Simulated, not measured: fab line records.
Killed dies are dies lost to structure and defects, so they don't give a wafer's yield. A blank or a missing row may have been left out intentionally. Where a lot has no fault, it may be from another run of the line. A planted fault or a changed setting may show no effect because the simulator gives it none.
8D (eight disciplines) problem report, filled in by code / flow rit_cmos / the parts of the form that need people (team, actions taken, sign-off) are left out

== 1. THE PROBLEM ==
Mean of heater_power_total_W at RIT_NRETRO_SOFTBAKE_02: 32.37 W across 6 wafers in 2 lots; on wafers with no fault it is 34.57 W (standard deviation 0.052). That puts it -42 standard deviations away from the usual mean.
The step: time 60 s.
First seen on wafer L805.1, day 5 23:40, on litho_track-04. The record holds 18 wafers of 6 lots with a number at this step. Rule for "out" (also "out of limits"): further than 4 standard deviations from the usual mean. All remaining wafers that have a number are taken as sound.

== 2. WHAT IT IS, WHAT IT ISN'T ==
question=which readings at this step; is=heater_power_total_W, plate_temp_C; is not=-
question=which lots; is=L805, L807; is not=L789, L799, L801, L803
question=which wafers of those lots; is=all that have a number; is not=-
question=read on which tools; is=litho_track-04; is not=litho_track-02, litho_track-03
question=when; is=from day 5 23:40; is not=up to then (12 sound wafers)

== 3. THE SUSPECTS, EACH WITH WHAT RULES IT OUT ==
Counting: a tool at any process step up to the reading remains a suspect when it ran all the lots that are out and ran no sound lot after the first of those.
- plasma_asher-01 at RIT_PWELL_STRIP_09 (strips in O2, time 180 s): kept. Every lot that is out went through it, starting with L805 (day 5 17:49), and after that it ran no sound lot; the last sound lot it ran before then is L803 (day 5 09:01).
- litho_track-04 at RIT_NRETRO_SOFTBAKE_02 (time 60 s): kept. Every lot that is out went through it, starting with L805 (day 5 23:40), and after that it ran no sound lot; the last sound lot it ran before then is L803 (day 5 15:52). On those wafers its own readings are out: heater_power_total_W, plate_temp_C.
After counting, plasma_asher-01 at RIT_PWELL_STRIP_09 and litho_track-04 at RIT_NRETRO_SOFTBAKE_02 remain.

== 4. THE CAUSE (what the simulator had put in) ==
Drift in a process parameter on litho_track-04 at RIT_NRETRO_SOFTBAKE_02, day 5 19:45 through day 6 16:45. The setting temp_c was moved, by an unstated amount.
This tool is one of the 2 suspects left after counting.

== 5. THE CHAIN OF EFFECTS, in route order ==
Each row: a reading where the mean over the struck wafers with a number is more than 3 standard deviations away from the usual. Only readings for which the record gives a usual standard deviation are gone through. hours: the time from each lot's start at the first step in this table that gives one to its start at this step, as a median over the lots. sigmas: the change in usual standard deviations.
hours=0; step=RIT_NRETRO_SOFTBAKE_02; reading=heater_power_total_W; usual=34.57 W; on struck wafers=32.37; change=-2.20; sigmas=-42
hours=0; step=RIT_NRETRO_SOFTBAKE_02; reading=plate_temp_C; usual=90.01 C; on struck wafers=85.96; change=-4.05; sigmas=-31
Here are the process steps it includes:
- RIT_NRETRO_SOFTBAKE_02: time 60 s.
Later measuring or inspecting steps at which every struck wafer that the step has a row for has a number for every such reading, and none has moved that far: RIT_NRETRO_OVL_MEAS_06.

== 6. HOW IT WOULD HAVE BEEN CAUGHT EARLIER ==
In this record the first reading out of limits was taken at day 5 23:40, 4 hours after the fault began at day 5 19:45.
